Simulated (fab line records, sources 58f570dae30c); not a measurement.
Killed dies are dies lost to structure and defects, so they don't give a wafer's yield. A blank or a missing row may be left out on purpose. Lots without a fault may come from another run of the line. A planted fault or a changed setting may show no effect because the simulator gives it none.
fab line records | flow berkeley_cmos170
record lots=6 wafers=18 last_day=11
route steps=331 shown M2@280 V2@292
lots that met no fault: from a run of the same line without faults
start_h: hours from the record's first day to the start of the lot's first wafer shown | wait_h: hours since the lot's step before | " the same as in the row above | L1.1+2: a row that stands for several wafers | - no value, or no start given | * or withheld: withheld | < > ~ a bound
route shown NAME@n: a module of which the file shows steps, and the number in the route of the first | usual: mean/standard deviation of fault-free wafers | same: alike in all rows | chamber/n: place in a boat | sites: the reading at each site | _std_site: their standard deviation | _edge_site: outer sites' mean less inner sites' | radius_mm: how far each site lies from the wafer's centre | mask NAME#n: copy n | behind: the tool/chamber that last shaped the wafer | hold: why the lot was held/for how many hours/how that ended | device: the transistor (n, p or np) that didn't switch | end of line: the same wafers' tests at the end of the route | a step without rows: its recipe alone | killed: dies lost to structure and defects at the first sort, not the wafer's yield | map: a wafer's dies, x killed, . not, _ none there
set.NAME: the setting as run; set.NAME@STEP: as run at that earlier step | model.NAME: the simulator's own value behind a step, which no gauge read
lots at some steps of the route; a table a step, a row a wafer
services: from which hour (start_h, from the record's first day; less than 0 if before it) a tool's chamber was out of use, for how many hours, and why
## steps
# step UCB170_M2_COAT_09
# recipe resist=BARC temp_c=withheld time_s=withheld spin_rpm=3000 resist_thk_nm=withheld
# step UCB170_M2_COAT_10
# recipe resist=KrF spin_rpm=1500 resist_thk_nm=900
# step UCB170_M2_SOFTBAKE_11
# recipe resist=KrF temp_c=130 time_s=60
# step UCB170_M2_EXPOSE_12
# recipe mask_id=METAL2 target_cd_nm=700 na=0.5 sigma_outer=0.6 source_shape=conventional dose_mj=26
# step UCB170_M2_PEB_13
# recipe peb_temp_c=130 peb_time_s=withheld resist=KrF
# step UCB170_M2_DEVELOP_14
# recipe developer=TMAH develop_time_s=45 resist=KrF dev_temp_c=21
# step UCB170_M2_CD_MEAS_15
# recipe target_cd_nm=700
# usual cd_nm=700.5/1.4
# columns lot.wafer tool chamber start_h wait_h cd_nm
L571.1 cd_sem-01 - 185.92 - 700.5
L571.3 " - " " 699.7
L571.4 " - " " 700.3
L575.1 cd_sem-01 - 189.85 - 701.3
L575.2 " - " " 701.5
L575.4 " - " " 700.9
L577.2 cd_sem-01 - 218.22 - 699.4
L577.3 " - " " 699.3
L577.6 " - " " 699.3
L581.1 cd_sem-01 - 222.43 - 701.8
L581.4 " - " " 702.1
L581.6 " - " " 702.8
L582.4 cd_sem-01 - 229.97 - 702.9
L582.5 " - " " 700.8
L582.6 " - " " 700.5
L587.3 cd_sem-01 - 248.16 - 703.2
L587.4 " - " " 702.7
L587.6 " - " " 703.2
# step UCB170_M2_OVL_MEAS_16
# usual M2_OVL=0/6.9
# columns lot.wafer tool chamber start_h wait_h M2_OVL[nm]
L571.1 overlay-01 - 186.04 0.1 5
L571.3 " - " " 6
L571.4 " - " " 5
L575.1 overlay-01 - 189.97 0.1 -1
L575.2 " - " " 3
L575.4 " - " " -2
L577.2 overlay-01 - 218.33 0.1 -2
L577.3 " - " " -1
L577.6 " - " " -4
L581.1 overlay-01 - 222.55 0.1 -10
L581.4 " - " " -7
L581.6 " - " " -7
L582.4 overlay-02 - 230.05 0.1 -4
L582.5 " - " " -2
L582.6 " - " " -8
L587.3 overlay-02 - 248.25 0.1 1
L587.4 " - " " 7
L587.6 " - " " -1
# step UCB170_M2_ETCH_17
# recipe chemistry=N2/H2 target_depth_a=withheld overetch_a=withheld target=BARC time_s=withheld source_w=500 bias_w=100 pressure_mtorr=30 n2_flow_sccm=100 h2_flow_sccm=200
# usual chamber_pressure_mTorr=29.999/0.024 drypump_motor_current_A=5.7/0.41 oes_product_au=1.005/0.016 throttle_valve_pct=13.37/0.17
# columns lot.wafer tool chamber start_h wait_h chamber_pressure_mTorr drypump_motor_current_A oes_product_au throttle_valve_pct
L571.1 rie_diel-01 2 186.08 0.0 29.999 6.4 1.007 13.59
L571.3 " 0 " " 30.045 6.0 1.023 13.41
L571.4 " 1 " " 30.058 5.6 1.017 13.48
L575.1 rie_diel-01 0 190.00 0.0 30.011 6.0 1.026 13.38
L575.2 " 3 " " 30.009 5.0 1.031 13.05
L575.4 " 2 " " 29.988 6.4 1.022 13.58
L577.2 rie_diel-01 3 218.36 0.0 30.034 5.0 1.029 13.02
L577.3 " 2 " " 29.983 6.4 1.018 13.58
L577.6 " 0 " " 30.001 6.0 1.029 13.41
L581.1 rie_diel-03 3 222.58 0.0 30.005 5.5 0.993 13.57
L581.4 " 1 " " 29.973 5.7 0.979 13.32
L581.6 " 3 " " 29.989 5.5 0.993 13.56
L582.4 rie_diel-01 1 230.09 0.0 29.996 5.6 1.004 13.48
L582.5 " 2 " " 30.020 6.4 0.998 13.57
L582.6 " 0 " " 30.030 6.0 1.028 13.40
L587.3 rie_diel-02 1 248.27 0.0 29.934 5.6 0.993 13.38
L587.4 " 2 " " 29.971 6.1 0.997 13.24
L587.6 " 2 " " 30.005 6.1 1.002 13.23
# step UCB170_M2_METAL_ETCH_18
# recipe chemistry=Cl2/BCl3 target=Al stop_on=SiO2 pressure_mtorr=12 target_depth_a=11700 over_etch_frac=0.3 time_s=195 icp_w=600 bias_w=120 Cl2_flow_sccm=90 bcl3_flow_sccm=45
# usual chamber_pressure_mTorr=12.001/0.012 drypump_motor_current_A=5.5/0.53 oes_product_au=0.859/0.013 throttle_valve_pct=24.48/0.1
# columns lot.wafer tool chamber start_h wait_h chamber_pressure_mTorr drypump_motor_current_A oes_product_au rf_hours_counter_h throttle_valve_pct
L571.1 rie_metal-02 0 186.12 - 12.032 6.0 0.842 2 24.33
L571.3 " 1 " " 11.998 4.8 0.864 - 24.45
L571.4 " 0 " " 11.998 6.0 0.862 - 24.33
L575.1 rie_metal-02 0 190.05 - 11.995 6.0 0.847 2 24.33
L575.2 " 1 " " 12.003 4.8 0.876 5 24.46
L575.4 " 0 " " 12.024 6.0 0.858 - 24.33
L577.2 rie_metal-03 0 218.40 - 12.019 5.1 0.842 11 24.47
L577.3 " 1 " " 12.011 6.3 0.854 - 24.51
L577.6 " 0 " " 11.979 5.1 0.848 - 24.46
L581.1 rie_metal-01 1 222.62 - 11.989 5.2 0.861 14 24.67
L581.4 " 0 " " 11.993 5.5 0.872 - 24.44
L581.6 " 0 " " 12.001 5.5 0.872 - 24.45
L582.4 rie_metal-01 1 230.17 - 12.003 5.2 0.854 - 24.66
L582.5 " 0 " " 12.005 5.5 0.868 - 24.43
L582.6 " 1 " " 12.002 5.2 0.857 - 24.66
L587.3 rie_metal-02 0 248.38 - 11.998 6.0 0.850 - 24.32
L587.4 " 1 " " 11.999 4.8 0.878 - 24.45
L587.6 " 0 " " 12.000 6.0 0.854 - 24.32
# step UCB170_M2_STRIP_19
# recipe chemistry=O2 power_w=400 pressure_mtorr=3500 platen_temp_c=withheld o2_flow_sccm=400 overash_fraction=0.5
# usual chamber_pressure_mTorr=3500/3.3 drypump_motor_current_A=5.7/0.7 oes_product_au=0.552/0.0099
# columns lot.wafer tool chamber start_h wait_h chamber_pressure_mTorr drypump_motor_current_A oes_product_au rf_hours_counter_h
L571.1 plasma_asher-03 1 186.31 0.1 3495 6.6 0.553 49
L571.3 " 1 " " 3500 6.6 0.562 -
L571.4 " 0 " " 3507 5.9 0.557 -
L575.1 plasma_asher-04 0 190.23 0.1 3504 6.5 0.557 7
L575.2 " 1 " " 3494 5.8 0.547 7
L575.4 " 1 " " 3496 5.8 0.547 -
L577.2 plasma_asher-01 0 218.59 0.1 3499 4.9 0.551 54
L577.3 " 1 " " 3498 4.8 0.551 -
L577.6 " 1 " " 3506 4.8 0.556 -
L581.1 plasma_asher-04 1 222.81 0.1 3502 5.8 0.535 11
L581.4 " 0 " " 3499 6.5 0.550 -
L581.6 " 1 " " 3502 5.8 0.547 -
L582.4 plasma_asher-01 1 230.33 0.1 3505 4.8 0.552 -
L582.5 " 1 " " 3501 4.8 0.559 -
L582.6 " 0 " " 3502 4.9 0.553 -
L587.3 plasma_asher-04 1 248.53 0.1 3498 5.8 0.551 -
L587.4 " 0 " " 3501 6.6 0.551 -
L587.6 " 0 " " 3501 6.5 0.534 -
# step UCB170_M2_CD_MEAS_90
# recipe target_cd_nm=700
# usual cd_nm=701/3.5
# columns lot.wafer tool chamber start_h wait_h cd_nm
L571.1 cd_sem-01 - 186.52 0.2 701
L571.3 " - " " 700
L571.4 " - " " 702
L575.1 cd_sem-01 - 190.45 0.2 703
L575.2 " - " " 699
L575.4 " - " " 704
L577.2 cd_sem-01 - 218.71 0.1 705
L577.3 " - " " 697
L577.6 " - " " 703
L581.1 cd_sem-01 - 222.91 0.1 702
L581.4 " - " " 702
L581.6 " - " " 706
L582.4 cd_sem-01 - 230.46 0.1 700
L582.5 " - " " 698
L582.6 " - " " 698
L587.3 cd_sem-01 - 249.00 0.4 706
L587.4 " - " " 702
L587.6 " - " " 705
# step UCB170_V2_CVD_00
# recipe material=SiO2 target_thk_nm=2000 temp_c=390 precursor=TEOS/O2 time_s=250 rf_w=550 pressure_mtorr=9000
# usual heater_power_w=269/64 pressure_mtorr=9002/17 susceptor_temp_C=390.00/0.22
# columns lot.wafer tool chamber start_h wait_h heater_power_w pressure_mtorr susceptor_temp_C model.SiO2_of_V2_CVD_00.thk_nm
L571.1 pecvd-04 2 186.64 0.1 306 8998 389.66 1973
L571.3 " 1 " " 408 9028 389.87 1950
L571.4 " 0 " " 198 8995 389.70 1975
L575.1 pecvd-04 0 190.57 0.1 275 9002 389.77 1985
L575.2 " 2 " " 340 9027 389.69 2144
L575.4 " 2 " " 259 8990 389.60 2168
L577.2 pecvd-04 2 218.81 0.1 286 8990 389.74 2108
L577.3 " 0 " " 255 9001 389.73 1960
L577.6 " 2 " " 360 8977 389.84 2171
L581.1 pecvd-02 2 223.03 0.1 292 8965 390.24 1996
L581.4 " 0 " " 185 9012 390.25 1979
L581.6 " 1 " " 222 9015 390.53 2011
L582.4 pecvd-02 1 230.60 0.1 298 8988 389.90 2053
L582.5 " 2 " " 199 9008 390.09 2032
L582.6 " 0 " " 193 8974 390.37 2023
L587.3 pecvd-02 0 249.08 0.1 281 9036 389.93 2005
L587.4 " 2 " " 199 8986 389.85 2038
L587.6 " 0 " " 192 9042 390.24 2012
# step UCB170_V2_THK_MEAS_01
# recipe reads=SiO2_of_V2_CVD_00
# usual V2_TEOS_THK=2004/28
# columns lot.wafer tool chamber start_h wait_h V2_TEOS_THK[nm]
L571.1 film_metro-03 - 186.80 0.1 1974
L571.3 " - " " 1951
L571.4 " - " " 1974
L575.1 film_metro-01 - 190.72 0.1 1985
L575.2 " - " " 2143
L575.4 " - " " 2166
L577.2 film_metro-02 - 218.97 0.1 2107
L577.3 " - " " 1959
L577.6 " - " " 2172
L581.1 film_metro-02 - 223.19 0.1 1997
L581.4 " - " " 1977
L581.6 " - " " 2012
L582.4 film_metro-02 - 230.71 0.0 2053
L582.5 " - " " 2034
L582.6 " - " " 2024
L587.3 film_metro-02 - 249.25 0.1 2003
L587.4 " - " " 2036
L587.6 " - " " 2011
# step UCB170_V2_CMP_02
# recipe material=SiO2 down_force_psi=6 platen_rpm=60 pad_velocity_m_s=0.75398
# usual motor_current_A=16.7/2.2
# columns lot.wafer tool chamber start_h wait_h motor_current_A
L571.1 cmp-02 2 186.86 0.1 14.6
L571.4 " 3 " " 16.2
L571.3 " 1 " " 16.8
L575.4 cmp-01 1 190.78 0.0 14.4
L575.1 " 3 " " 15.0
L575.2 " 0 " " 17.5
L577.2 cmp-02 0 219.02 0.0 21.3
L577.3 " 2 " " 14.9
L577.6 " 1 " " 17.8
L581.4 cmp-02 2 223.35 0.1 15.0
L581.1 " 3 " " 17.3
L581.6 " 1 " " 17.0
L582.4 cmp-02 0 230.89 0.2 21.2
L582.5 " 1 " " 16.6
L582.6 " 2 " " 14.8
L587.4 cmp-01 0 249.34 0.1 18.3
L587.3 " 2 " " 15.4
L587.6 " 0 " " 17.7
## services
# columns tool chamber start_h hours kind
pecvd-02 - 162.73 1.2 repair
rie_diel-01 3 171.07 14.4 repair
rie_diel-02 2 171.44 - clean
rie_diel-02 2 171.44 12.8 scheduled_down
rie_diel-02 2 171.44 12.8 vent_cycle
rie_metal-01 0 185.25 4.1 repair
rie_diel-01 2 195.64 4.6 repair
plasma_asher-01 - 196.21 2.0 repair
cmp-02 - 207.39 2.1 repair
rie_metal-03 - 212.40 2.8 pm
rie_diel-03 0 213.47 9.2 repair
cmp-01 - 215.56 10.7 pm
rie_diel-01 - 220.96 2.8 pm
rie_diel-01 3 225.28 - clean
rie_diel-01 3 225.28 20.6 scheduled_down
rie_diel-01 3 225.28 20.6 vent_cycle
rie_diel-02 3 225.44 14.4 repair
cmp-01 - 226.29 17.7 pm
cmp-02 - 232.00 4.0 pm
rie_diel-01 - 232.77 1.1 repair
cmp-02 - 236.00 - consumable_replace:conditioner
cmp-02 - 236.00 - consumable_replace:pad
rie_diel-02 2 236.87 5.0 repair
rie_diel-03 1 240.42 5.2 repair
## key
first_sign step=UCB170_V2_THK_MEAS_01 reading=V2_TEOS_THK direction=up sigmas=5.2 usual=2004 struck=2147
effect none on later readings
model_effect step=UCB170_V2_CVD_00 value=SiO2_of_V2_CVD_00.thk_nm without=2009 struck=2148
met_at UCB170_V2_CVD_00
struck_wafers L575.2,L575.4,L577.2,L577.6
sort_left_out L577.2,L577.6
onset_between 186.64 190.57
fault kind=process_parameter_drift tool=pecvd-04 chamber=2 onset_h=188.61 steps=UCB170_V2_CVD_00 channel=target_thk_nm offset=138.49 shape=step acts_in=these_recipes_only stated=2000
# sort_left_out: the simulated sort isn't trusted on such a fault, so these wafers' sort isn't shown, and their yield isn't known
